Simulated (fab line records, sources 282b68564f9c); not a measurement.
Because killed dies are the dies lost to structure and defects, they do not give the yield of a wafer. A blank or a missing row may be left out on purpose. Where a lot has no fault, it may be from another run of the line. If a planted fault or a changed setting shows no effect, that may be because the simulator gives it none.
A struck lot beside a sound one + flow rit cmos + 15 steps out of a route of 202
Sound: these wafers, L161.3, L161.5, L161.6. Wafers L178.4, L178.5, L178.6 were the ones struck. The cause is given at the end.
At each step with rows: each side's tool, then ch and its chambers, then its first start. Under that, the readings that differ: sound wafers + struck wafers + difference of the means + sigmas: that difference in standard deviations of wafers without a fault.
alike: readings whose means differ by less than 2 such deviations, and words and numbers that are the same on both sides. not compared: withheld readings, readings that some wafer has no value for, bounds like >300 that may hide the same value, and numbers for which the record gives no deviation and whose values overlap.
A row with sigmas, a row that says differs or no value, or rows on one side alone: a step with any of these is where the two part. Numbers that have no deviation but don't overlap get no sigmas and don't part them. A reading that every wafer of one side lacks parts them only if that side has two wafers or more.

RIT_NSD_OVL_MEAS_06:
  sound: overlay-01 at day 3 04:54; struck: overlay-01 at day 6 22:29
  alike: NSD_OVL
then, 2 steps without rows for these wafers: RIT_NSD_HARDBAKE_07 (time 60 s); RIT_NSD_IMPLANT_08.
RIT_NSD_STRIP_09: strips in O2, time 180 s.
  sound on plasma asher-01 ch 0,1, day 3 05:17; struck on plasma asher-01 ch 0,1, day 6 22:52
  alike: drypump motor current A, rf refl power W
  not compared: rf hours counter h
RIT_NSD_TW_MEAS_10:
  sound: film metro-02 at day 3 05:25; struck: film metro-01 at day 6 23:01
  alike: NSD_TW
then, 6 steps without rows for these wafers: RIT_PSD_HMDS_00 (prime time 60 s); RIT_PSD_COAT_01 (resist thk 1000 nm); RIT_PSD_SOFTBAKE_02 (time 60 s); RIT_PSD_EXPOSE_03 (exposes mask M10, target cd 40900 nm); RIT_PSD_PEB_04; RIT_PSD_DEVELOP_05 (develop time 50 s).
RIT_PSD_OVL_MEAS_06:
  sound: overlay-01 at day 3 06:19; struck: overlay-01 at day 7 00:08
  alike: PSD_OVL
RIT_PSD_HARDBAKE_07: time 60 s.
  sound on litho track-03 ch 0, day 3 06:24; struck on litho track-04 ch 0, day 7 00:14
| reading                  | sound                | struck               | difference | sigmas |
|--------------------------|----------------------|----------------------|------------|--------|
| heater power total W (W) | 62.56 62.54 62.56    | 61.75 61.75 61.69    | -0.82      | -18    |
| plate temp C (C)         | 140.13 140.04 140.01 | 138.58 138.71 138.64 | -1.42      | -9     |
after that, 1 step had no rows for these wafers: RIT_PSD_IMPLANT_08.
RIT_M1_PROBE_99:
  sound: prober-02 at day 3 15:46; struck: prober-02 at day 7 09:44
  alike: killed at contacts, killed at front end, killed dies, killed open, killed short

WHERE THEY PART
RIT_PSD_HARDBAKE_07 only, going by this record. Later steps at which nothing parts them and some readings are alike: RIT_M1_PROBE_99.

WHY: what had been put in by the simulator
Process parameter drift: litho track-04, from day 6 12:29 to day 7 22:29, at RIT_PSD_HARDBAKE_07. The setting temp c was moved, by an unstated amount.
